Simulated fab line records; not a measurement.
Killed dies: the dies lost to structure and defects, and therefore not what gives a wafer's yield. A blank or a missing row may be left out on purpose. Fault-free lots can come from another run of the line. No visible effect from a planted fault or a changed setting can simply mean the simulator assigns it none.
Problem report, 8D (eight disciplines) form, completed by code + flow rit-cmos + the parts of the form that need people (team, actions taken, sign-off) are left out

1. PROBLEM STATEMENT
tilt-deg at RIT_NWELL_IMPLANT_08 reads a mean of 5.011 degrees on 6 wafers of 2 lots; wafers without a fault read 7.001 degrees with a standard deviation of 0.021. That is -95 standard deviations from the usual mean.
The first sign was on wafer L560.3 at day 5 12:44, on implanter-01. The record holds 42 wafers of 14 lots with a number at this step. By rule, "out" or "out of limits" means more than 4 standard deviations away from the usual mean. The rest of the wafers with a number are treated as sound.

2. WHAT IT IS AND WHAT IT IS NOT
| question                    | is                     | is not                                                                          |
|-----------------------------|------------------------|---------------------------------------------------------------------------------|
| which readings at this step | tilt-deg               | -                                                                               |
| which lots                  | L560, L561             | L546, L547, L549, L550, L551, L552, L553, L555, L559, L564, L565, L566          |
| which wafers of those lots  | all that have a number | -                                                                               |
| read on which tools         | implanter-01           | implanter-03, implanter-04                                                      |
| when                        | from day 5 12:44       | up to then (27 sound wafers); but 9 sound wafers of L564, L565, L566 came after |

3. THE SUSPECTS, EACH WITH WHAT RULES IT OUT
Counting: a tool at any process step up to the reading remains a suspect when it ran all the lots that are out and ran no sound lot after the first of those.
- implanter-01 at RIT_NWELL_IMPLANT_08: kept. It processed each lot that is out, first L560 at day 5 12:44, and no sound lot thereafter; up to then, the last sound lot it processed was L551 at day 3 14:19. Its own readings are out on those wafers: tilt-deg.
Left after counting: implanter-01 at RIT_NWELL_IMPLANT_08.

4. THE CAUSE (what the simulator had put in)
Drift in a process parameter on implanter-01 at RIT_NWELL_IMPLANT_08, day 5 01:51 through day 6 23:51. The setting tilt-deg was moved by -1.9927, starting from 7. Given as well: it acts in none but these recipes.
Only this tool survived the counting.

5. SEQUENCE OF EFFECTS, ordered by route
Each row: a reading where the mean over the struck wafers with a number is more than 3 standard deviations away from the usual. Only readings for which the record gives a usual standard deviation are gone through. hours: the time from each lot's start at the first step in this table that gives one to its start at this step, as a median over the lots. sigmas: the change in usual standard deviations.
| hours | step                 | reading  | usual         | on struck wafers | change | sigmas |
|-------|----------------------|----------|---------------|------------------|--------|--------|
| 0     | RIT_NWELL_IMPLANT_08 | tilt-deg | 7.001 degrees | 5.011            | -1.990 | -95    |
It contains these process steps:
- RIT_NWELL_IMPLANT_08

6. HOW IT WOULD HAVE BEEN CAUGHT EARLIER
In this record no reading fell out of limits until day 5 12:44, 11 hours after the fault had begun at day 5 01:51.
